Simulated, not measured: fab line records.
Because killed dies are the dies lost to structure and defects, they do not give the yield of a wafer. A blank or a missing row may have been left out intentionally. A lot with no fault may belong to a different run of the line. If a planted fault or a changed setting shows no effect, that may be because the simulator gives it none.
What tool caused it? | flow rit_cmos | 13 lots with 39 wafers sampled at 2 steps, on a route of 202 steps

## WHAT THE GAUGES SHOWED, per wafer
Not one reading of a measure or inspect step in the record can be checked against a usual standard deviation.

## WHICH TOOL RAN EACH LOT (tool, then ch and the chambers of the sampled wafers, then the start)
lot  | RIT_PSD_STRIP_09                    | RIT_M1_PROBE_99
L607 | plasma_asher-01 ch 0,1, day 3 02:22 | -
L608 | plasma_asher-04 ch 0,1, day 3 05:49 | -
L609 | plasma_asher-01 ch 0,1, day 3 18:51 | -
L610 | plasma_asher-04 ch 0,1, day 4 01:12 | -
L615 | plasma_asher-04 ch 1, day 4 23:13   | prober-01, day 5 07:20
L622 | plasma_asher-02 ch 0,1, day 6 12:30 | prober-02, day 6 20:46
L623 | plasma_asher-01 ch 0,1, day 6 20:26 | prober-02, day 7 06:24
L625 | plasma_asher-04 ch 0,1, day 7 01:53 | prober-01, day 7 10:09
L626 | plasma_asher-02 ch 0, day 7 04:46   | prober-02, day 7 12:59
L627 | plasma_asher-01 ch 0,1, day 7 11:00 | prober-01, day 7 19:25
L628 | plasma_asher-04 ch 0,1, day 7 15:57 | -
L630 | plasma_asher-04 ch 0,1, day 7 21:19 | -
L629 | plasma_asher-04 ch 0, day 19 09:08  | -
- RIT_PSD_STRIP_09: strips in O2, time 180 s.
- RIT_M1_PROBE_99

## AS READ BY THE TOOLS THEMSELVES (means over the sampled wafers that have a number; for cases with no such wafer, the mark the record gives instead)
RIT_PSD_STRIP_09. Usual: drypump_motor_current_A 6.02 A, standard deviation 0.25; rf_refl_power_W 6.5 W, standard deviation 2.1; run_length_s 208.2 s, standard deviation 0.64.
lot  | tool            | drypump_motor_current_A (A) | rf_refl_power_W (W) | run_length_s (s) | flag
L607 | plasma_asher-01 | 5.89                        | 7.0                 | 208.2            |
L608 | plasma_asher-04 | 6.15                        | 5.5                 | 207.9            |
L609 | plasma_asher-01 | 5.90                        | 6.9                 | 208.2            |
L610 | plasma_asher-04 | 6.07                        | 7.0                 | 208.3            |
L615 | plasma_asher-04 | 6.22                        | 3.7                 | 117.3            | OFF
L622 | plasma_asher-02 | 5.78                        | 7.4                 | 208.5            |
L623 | plasma_asher-01 | 5.90                        | 7.0                 | 208.4            |
L625 | plasma_asher-04 | 6.08                        | 7.2                 | 208.3            |
L626 | plasma_asher-02 | 5.66                        | 6.6                 | 207.9            |
L627 | plasma_asher-01 | 5.88                        | 7.0                 | 208.3            |
L628 | plasma_asher-04 | 6.13                        | 5.4                 | 207.9            |
L630 | plasma_asher-04 | 6.09                        | 7.0                 | 208.5            |
L629 | plasma_asher-04 | 6.02                        | 8.4                 | 208.9            |

RIT_M1_PROBE_99. Usual: killed_at_contacts 0.1, standard deviation 0.27; killed_at_front_end 6, standard deviation 3; killed_dies 7, standard deviation 3; killed_on_rim 1.7, standard deviation 1.4; killed_open 3.1, standard deviation 2; killed_short 3.4, standard deviation 2.
lot  | tool      | killed_at_contacts | killed_at_front_end | killed_dies | killed_on_rim | killed_open | killed_short | flag
L615 | prober-01 | 0.0                | 264                 | 264         | 70.0          | 3.3         | 4.3          | OFF
L622 | prober-02 | 0.0                | 9                   | 9           | 3.0           | 5.0         | 3.7          |
L623 | prober-02 | 0.0                | 2                   | 2           | 0.0           | 1.0         | 1.0          |
L625 | prober-01 | 0.0                | 6                   | 6           | 2.3           | 3.3         | 2.7          |
L626 | prober-02 | 0.0                | 4                   | 4           | 0.0           | 2.0         | 2.0          |
L627 | prober-01 | 0.0                | 8                   | 8           | 3.3           | 5.0         | 3.0          |

## THE ANSWER, worked out from the rows above alone
Rule: take the mean of a lot's wafers that have a number; if it is more than 3 standard deviations from the usual mean, the lot is off. Also off: a lot with no number at a reading for which 4 or more lots have one. The other lots that the step has rows for count as sound. The gauges are gone through in route order, then the tools' own readings, and for those a lot's mean is taken as printed above. The first step at which some lot is off is used, and at that step the reading that is off furthest; a lot without a number counts as furthest.
Off at RIT_PSD_STRIP_09 (run_length_s): L615.
A tool fits if, at that step or a process step before it, it ran every lot that is off, and no sound lot after the first of them. Not one of the candidates tried fits.

## WHAT HAD BEEN PUT IN BY THE SIMULATOR
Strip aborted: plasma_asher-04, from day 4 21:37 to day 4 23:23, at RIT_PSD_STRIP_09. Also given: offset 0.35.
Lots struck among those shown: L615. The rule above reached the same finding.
